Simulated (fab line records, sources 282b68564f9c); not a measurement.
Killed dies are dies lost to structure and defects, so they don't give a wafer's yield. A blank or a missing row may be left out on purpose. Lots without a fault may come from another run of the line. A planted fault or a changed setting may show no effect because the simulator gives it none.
Split-lot experiment | flow rit_cmos | 5 lots, 23 wafers read, on a route of 202 steps

THE SPLIT
At RIT_GATE_CVD_08 (deposits poly-Si from SiH4, target thk 250 nm, time 2220 s), the setting pressure_mtorr was moved away from the recipe's 300 mTorr on 15 of the 23 wafers read, by -9.3% to +5.9%. The other wafers ran this setting at the recipe's value.

The file shows no step between the split and the reading.

THE READING
GATE_POLY_THK, in nm, at RIT_GATE_THK_MEAS_09. Fault-free wafers of this fab line usually give 250.1 nm, standard deviation 2.6 nm.

wafer  | tool, chamber at the split | pressure_mtorr as run, mTorr | against the recipe | GATE_POLY_THK, nm | against lot-mates on the recipe
L076.1 | -, -                       | 300                          | recipe             | 249.2             | -
L076.2 | -, -                       | 300                          | recipe             | 249.4             | -
L076.4 | -, -                       | 300                          | recipe             | 249.7             | -
L076.5 | -, -                       | 300                          | recipe             | 250.4             | -
L076.6 | -, -                       | 300                          | recipe             | 251.5             | -
L078.1 | -, -                       | 312.9                        | +4.3%              | 258.7             | no lot-mate on the recipe
L078.3 | -, -                       | 312.9                        | +4.3%              | 258.5             | no lot-mate on the recipe
L078.4 | -, -                       | 312.9                        | +4.3%              | 260.0             | no lot-mate on the recipe
L078.5 | -, -                       | 312.9                        | +4.3%              | 259.8             | no lot-mate on the recipe
L078.6 | -, -                       | 312.9                        | +4.3%              | 258.3             | no lot-mate on the recipe
L080.1 | -, -                       | 272.1                        | -9.3%              | 236.1             | no lot-mate on the recipe
L080.2 | -, -                       | 272.1                        | -9.3%              | 234.6             | no lot-mate on the recipe
L080.4 | -, -                       | 272.1                        | -9.3%              | 237.1             | no lot-mate on the recipe
L080.5 | -, -                       | 272.1                        | -9.3%              | 236.5             | no lot-mate on the recipe
L080.6 | -, -                       | 272.1                        | -9.3%              | 235.1             | no lot-mate on the recipe
L081.1 | -, -                       | 317.6                        | +5.9%              | 256.6             | no lot-mate on the recipe
L081.3 | -, -                       | 317.6                        | +5.9%              | 258.4             | no lot-mate on the recipe
L081.4 | -, -                       | 317.6                        | +5.9%              | 258.1             | no lot-mate on the recipe
L081.5 | -, -                       | 317.6                        | +5.9%              | 255.7             | no lot-mate on the recipe
L081.6 | -, -                       | 317.6                        | +5.9%              | 258.0             | no lot-mate on the recipe
L083.1 | lpcvd-01, 1                | 300                          | recipe             | 250.4             | -
L083.2 | lpcvd-01, 1                | 300                          | recipe             | 250.1             | -
L083.6 | lpcvd-01, 1                | 300                          | recipe             | 248.5             | -

THE FIT
A straight line over all 23 wafers: GATE_POLY_THK changes by +1.53 nm for each +1% of pressure_mtorr; r = +0.98; the points scatter about the line by 1.7 nm.
Too few moved wafers have a lot-mate on the recipe to fit a line with each lot's own level taken away.

THE WHOLE CHAIN: every reading that the file lists as answering this split, in the file's order
step                 | what it does                                               | reading                                                                        | change (the file's fit)              | r (the file's)
RIT_GATE_CVD_08      | deposits poly-Si from SiH4, target thk 250 nm, time 2220 s | poly-Si_of_GATE_CVD_08.thk_nm (the simulator's own value, which no gauge read) | +1.53 nm for each +1% of the setting | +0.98
RIT_GATE_THK_MEAS_09 |                                                            | GATE_POLY_THK                                                                  | +1.53 for each +1% of the setting    | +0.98

THE FILE'S OWN FIT
GATE_POLY_THK changes by +1.53 nm for each +1% of pressure_mtorr, r = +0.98.
